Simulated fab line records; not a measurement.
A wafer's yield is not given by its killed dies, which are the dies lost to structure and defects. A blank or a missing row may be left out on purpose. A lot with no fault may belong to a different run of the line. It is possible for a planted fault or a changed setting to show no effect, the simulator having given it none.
A single fault, viewed from 2 desks -- flow berkeley-cmos170 -- numbers are kept per desk, each desk with only its own; the story behind them comes last

## FROM THE METROLOGY DESK
What the gauges read for every lot (on any tool): the sampled wafers with a number, averaged. Any lot whose mean is over 4 standard deviations away from the usual mean is out of limits and marked OUT; that distance is given in the brackets.
Columns: A = ACTIVE_NITRIDE_THK at UCB170_ACTIVE_THK_MEAS_06, usual 220.9 nm; B = GATE_OXIDE_THK at UCB170_GATE_THK_MEAS_02, usual 6.64 nm; C = M1_AL_THK at UCB170_M1_THK_MEAS_02, usual 611 nm; D = cd-nm at UCB170_V2_CD_MEAS_90, usual 700.0 nm
lot,first seen here,A,B,C,D
L303,day 5 05:39,223.9,6.70,598,699.4
L304,day 5 05:40,220.4,6.64,623,699.8
L306,day 5 09:39,221.7,6.64,608,699.1
L305,day 5 09:41,220.1,6.92,621,699.5
L311,day 6 05:07,220.7,6.42,606,700.0
L313,day 6 10:11,223.2,6.38,611,699.7
L316,day 6 19:55,219.8,6.68,614,698.9
L318,day 6 19:58,220.3,6.66,619,700.4
L320,day 7 02:24,219.8,6.72,615,700.6
L319,day 7 02:25,219.9,6.93,620,699.2
L321,day 7 15:35,222.8,6.53,607,700.2
L323,day 8 03:01,217.8,6.66,607,701.5
L324,day 8 13:23,221.9,6.55,622,699.7
L326,day 9 05:55,215.6,6.56,606,699.8
This desk's verdict: no lot among the 14 shows anything out of limits.

## DESK OF THE TOOL OWNER: rie-diel-03
The tool's own readings at UCB170_V2_ETCH_14 (etches SiO2 in CHF3/CF4/Ar, stops on Al, target depth 1250 nm, time 291 s): means of the sampled wafers that have a number, for each lot that ran on this tool. Any lot whose mean is over 4 standard deviations away from the usual mean is out of limits and marked OUT; that distance is given in the brackets.
Columns: A = CHF3_flow_sccm at UCB170_V2_ETCH_14, usual 45.01 sccm; B = drypump-motor-current-A at UCB170_V2_ETCH_14, usual 5.9 A; C = oes-product-au at UCB170_V2_ETCH_14, usual 0.875 a.u.; D = rf-fwd-power-W at UCB170_V2_ETCH_14, usual 697.8 W; E = throttle-valve-pct at UCB170_V2_ETCH_14, usual 6.94 %
lot,first seen here,A,B,C,D,E
L305,day 8 23:06,44.78,6.1,0.884,697.1,6.90
L306,day 9 01:22,45.01,6.1,0.871,697.4,6.98
L303,day 9 11:55,44.99,6.0,0.874,697.0,6.98
L313,day 10 13:29,44.95,5.9,0.859,603.6 (-47) OUT,6.96
L316,day 11 03:04,45.04,6.0,0.864,604.4 (-47) OUT,6.98
This desk's finding: out of limits on L313, L316; first on L313, day 10 13:29 (rf-fwd-power-W at UCB170_V2_ETCH_14). Within limits: L305, L306, L303.

## PUT TOGETHER
At day 10 13:29, on L313, L316, the tool owner's desk was in a position to raise an alarm.
From the metrology desk's view, nothing was out of limits.
The metrology desk holds a record of L313, L316, inside its limits.
Of the lots named, all ran UCB170_V2_ETCH_14 on rie-diel-03.

## WHAT HAD BEEN PUT IN BY THE SIMULATOR
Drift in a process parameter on rie-diel-03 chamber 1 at UCB170_V2_ETCH_14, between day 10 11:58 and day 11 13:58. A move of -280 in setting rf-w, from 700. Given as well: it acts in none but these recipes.
Struck lots among those shown: L313, L316.
Each desk's first reading out of limits, in hours after the fault started: the tool owner's desk, 2.
